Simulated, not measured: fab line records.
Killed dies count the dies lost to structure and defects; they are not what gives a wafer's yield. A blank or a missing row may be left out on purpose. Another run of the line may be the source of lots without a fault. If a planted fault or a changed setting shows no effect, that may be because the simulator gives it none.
A lot that was struck, set against a sound lot	flow berkeley cmos170	15 out of 331 route steps
Sound: wafers L631.1, L631.2, L631.6. The struck wafers were L641.2, L641.3, L641.4. The cause comes at the end.
Order at every step that has rows: each side's tool, ch and its chambers, its first start. Under that, the readings that differ: sound wafers	struck wafers	difference of the means	sigmas: that difference in standard deviations of wafers without a fault.
alike: words and numbers the same on both sides, and readings whose means are apart by under 2 such deviations; not compared: readings that were withheld, readings missing a value for some wafer, numbers with overlapping values and no deviation given by the record, and bounds like >300 which may hide the same value.
Wherever a step has rows on one side only, a row that says differs or no value, or a row with sigmas, the two part there. Numbers that don't overlap but have no deviation are shown without sigmas and don't part them. A reading missing from all wafers of one side parts the sides only when that side holds two or more wafers.

first, 1 step without rows for these wafers: UCB170_NVT_IMPLANT_07.
UCB170_NVT_STRIP_08: strips in O2.
  sound on plasma asher-03 ch 0,1, day 6 23:59; struck on plasma asher-01 ch 0,1, day 8 21:12
  alike: drypump motor current A, o2 flow sccm, oes product au, strip time to endpoint s
  not compared: rf hours counter h
UCB170_NVT_TW_MEAS_09:
  sound: film metro-01 at day 7 00:05; struck: film metro-04 at day 8 21:19
  alike: NVT_TW
then, 7 steps without rows for these wafers: UCB170_NVT_CLEAN_10 (cleans in SPM, time 600 s); UCB170_PVT_HMDS_00 (prime time 60 s); UCB170_PVT_COAT_01 (resist thk 900 nm); UCB170_PVT_SOFTBAKE_02 (time 60 s); UCB170_PVT_EXPOSE_03 (exposes mask NWELL, target cd 3000 nm); UCB170_PVT_PEB_04; UCB170_PVT_DEVELOP_05 (develop time 45 s).
UCB170_PVT_OVL_MEAS_06:
  sound: overlay-02 at day 7 03:17; struck: overlay-02 at day 8 22:39
reading	sound	struck	difference	sigmas
PVT_OVL (nm)	4 -1 0	-8 -10 -6	-9	-2
next, for these wafers, 1 step has no rows: UCB170_PVT_IMPLANT_07.
UCB170_PVT_STRIP_08: strips in O2.
  sound on plasma asher-04 ch 0,1, day 7 03:29; struck on plasma asher-04 ch 0,1, day 8 22:50
reading	sound	struck	difference	sigmas
o2 flow sccm (sccm)	400.8 401.0 401.2	599.1 599.5 601.0	+198.9	+99 or more
oes product au (a.u.)	0.730 0.734 0.737	0.757 0.755 0.764	+0.025	+6
strip time to endpoint s (s)	21.60 21.65 21.55	20.59 20.57 20.58	-1.02	-15
  alike: drypump motor current A
  not compared: rf hours counter h
UCB170_PVT_TW_MEAS_09:
  sound: film metro-04 at day 7 03:35; struck: film metro-02 at day 8 22:56
  alike: PVT_TW
-- the record jumps here: 2 days lie between the struck wafers' starts before and after (it left off in module PVT and takes up again in module M3, whose first step shown is number 331 of the route) --
UCB170_M3_PROBE_99:
  rows exist in the record for the struck wafers here (prober-01, day 11 03:53), but not for the sound ones

## WHERE THEY PART
Last at UCB170_M3_PROBE_99 as far as this record goes, first at UCB170_PVT_OVL_MEAS_06.

WHY: the cause the simulator had injected
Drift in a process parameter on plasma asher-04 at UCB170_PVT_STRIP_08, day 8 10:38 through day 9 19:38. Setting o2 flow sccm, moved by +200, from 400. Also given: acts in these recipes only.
